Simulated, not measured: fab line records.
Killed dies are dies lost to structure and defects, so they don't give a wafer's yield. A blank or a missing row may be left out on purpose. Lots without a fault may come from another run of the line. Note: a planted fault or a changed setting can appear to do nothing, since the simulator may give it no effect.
Problem report in the 8D (eight disciplines) form, filled by code | flow ritCmos | the parts of the form that need people (team, actions taken, sign-off) are left out

1. PROBLEM STATEMENT
NSD_TW at RIT_NSD_TW_MEAS_10 reads a mean of 30 on 6 wafers of 2 lots; wafers without a fault read 3102 with a standard deviation of 16. That is -99 or more standard deviations from the usual mean.
The first sign was on wafer L107.2 at day 6 11:01, on filmMetro-04. The record has a number at this step for 42 wafers belonging to 14 lots. By rule, "out" or "out of limits" means more than 4 standard deviations away from the usual mean. The rest of the wafers with a number are treated as sound.

2. WHAT IT IS, WHAT IT ISN'T
question                    | is                         | is not
which readings at this step | NSD_TW                     | -
which lots                  | L107, L110                 | L100, L101, L102, L103, L106, L109, L113, L114, L115, L994, L995, L999
which wafers of those lots  | all that have a number     | -
read on which gauges        | filmMetro-03, filmMetro-04 | filmMetro-01
when                        | from day 6 11:01           | up to then (24 sound wafers); but 12 sound wafers of L109, L113, L114, L115 came after

3. THE SUSPECTS, EACH WITH WHAT RULES IT OUT
Counting: a tool stays on the suspect list if, at a process step up to the reading, it processed all lots that are out and no sound lot following the first of them.
- the gauge at RIT_NSD_TW_MEAS_10: ruled out. 2 gauges (filmMetro-03, filmMetro-04) read the wafers that are out.
- lithoTrack-01 at RIT_NSD_DEVELOP_05 (develop time 50 s): kept. Every lot that is out went through it, starting with L107 (day 6 10:00), and after that it ran no sound lot; the last sound lot it ran before then is L100 (day 4 21:00).
Remaining after the count: lithoTrack-01 at RIT_NSD_DEVELOP_05.

4. THE CAUSE (what the simulator had put in)
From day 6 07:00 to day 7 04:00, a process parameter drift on lithoTrack-01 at RIT_NSD_DEVELOP_05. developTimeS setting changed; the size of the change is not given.
Only this tool survived the counting.

5. THE EFFECT CHAIN, in route order
One row per reading whose mean, taken over the struck wafers that have a number, lies over 3 standard deviations from the usual. Only readings for which the record gives a usual standard deviation are gone through. hours: the time from each lot's start at the first step in this table that gives one to its start at this step, as a median over the lots. sigmas: the change in usual standard deviations.
hours | step               | reading          | usual | on struck wafers | change | sigmas
0     | RIT_NSD_TW_MEAS_10 | NSD_TW           | 3102  | 30               | -3072  | -99 or more
10    | RIT_M1_PROBE_99    | killedAtFrontEnd | 6     | 264              | +258   | +86
10    | RIT_M1_PROBE_99    | killedDies       | 7     | 264              | +257   | +86
10    | RIT_M1_PROBE_99    | killedOnRim      | 1.7   | 70.0             | +68.3  | +49
It contains these process steps:
- RIT_M1_PROBE_99

6. WHAT WOULD HAVE CAUGHT IT SOONER
The first out-of-limits reading at a measuring or inspecting step in this record came at day 6 11:01, 4 hours after the fault's start at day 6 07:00.
Lots out: 2; of these, L110 started RIT_NSD_DEVELOP_05 on lithoTrack-01 after day 6 11:01. Holding the tool at that time would have saved it.
